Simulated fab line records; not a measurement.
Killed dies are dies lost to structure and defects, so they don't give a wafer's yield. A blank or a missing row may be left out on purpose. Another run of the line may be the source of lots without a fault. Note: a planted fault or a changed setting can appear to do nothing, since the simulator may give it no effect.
Problem report in the 8D (eight disciplines) form, filled by code ; flow berkeley cmos170 ; the parts of the form that need people (team, actions taken, sign-off) are left out

## 1. PROBLEM STATEMENT
Mean GATE_OXIDE_THK at UCB170_GATE_THK_MEAS_02: 8.82 nm over 6 wafers in 2 lots; fault-free wafers: 6.63 nm, standard deviation 0.12. That is +18 standard deviations from the usual mean.
The first sign was on wafer L869.1 at day 7 13:02, on film metro-01. Wafers with a number at this step in the record: 42, from 14 lots. Rule for "out" (also "out of limits"): further than 4 standard deviations from the usual mean. The rest of the wafers with a number are treated as sound.

## 2. WHAT IT IS, AND WHAT IT ISN'T
question;is;is not
which readings at this step;GATE_OXIDE_THK;-
which lots;L868, L869;L859, L861, L862, L863, L864, L865, L866, L867, L871, L873, L877, L878
which wafers of those lots;all that have a number;-
read on which gauges;film metro-01, film metro-04;film metro-02
when;from day 7 13:02;"up to then (24 sound wafers); but 12 sound wafers of L871, L873, L877, L878 came after"

## 3. WHAT RULES OUT EACH SUSPECT
Counting: any tool at a process step up to the reading is kept as a suspect provided that every lot that is out went through it and no sound lot did after the first of them.
- ruled out: the gauge at UCB170_GATE_THK_MEAS_02. 2 gauges (film metro-01, film metro-04) read the wafers that are out.
- furnace-03 at UCB170_GATE_OXIDATION_01 (target thk 6.6 nm, ox time 1800 s): kept. All lots that are out passed through it, beginning with L868 at day 7 11:32, and no sound lot followed; its final sound lot before that point was L865 at day 7 00:50.
Remaining after the count: furnace-03 at UCB170_GATE_OXIDATION_01.

## 4. THE CAUSE (what the simulator had put in)
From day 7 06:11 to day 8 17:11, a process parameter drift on furnace-03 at UCB170_GATE_OXIDATION_01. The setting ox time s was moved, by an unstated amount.
Only this tool survived the counting.

## 5. THE CHAIN OF EFFECTS, in route order
Rows list readings where the struck wafers' mean (over those with a number) sits beyond 3 standard deviations from the usual. Scope: only readings with a usual standard deviation given in the record; hours: median across lots of the time from each lot's start at the first step in this table that gives one to its start at this step; sigmas: change in usual standard deviations.
hours;step;reading;usual;on struck wafers;change;sigmas
0;UCB170_GATE_THK_MEAS_02;GATE_OXIDE_THK;6.63 nm;8.82;+2.19;+18

## 6. HOW IT WOULD HAVE BEEN CAUGHT EARLIER
7 hours passed between the start of the fault at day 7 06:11 and the first reading out of limits at a measuring or inspecting step in this record, taken at day 7 13:02.
No tool reading at UCB170_GATE_OXIDATION_01 that has a usual standard deviation in the record was out on any struck wafer, so an alarm limit of 4 standard deviations on those readings would not have fired.
The start of UCB170_GATE_OXIDATION_01 on furnace-03 came by day 7 13:02 for every one of the lots that are out (2). Holding the tool at that point would not have protected any of them.
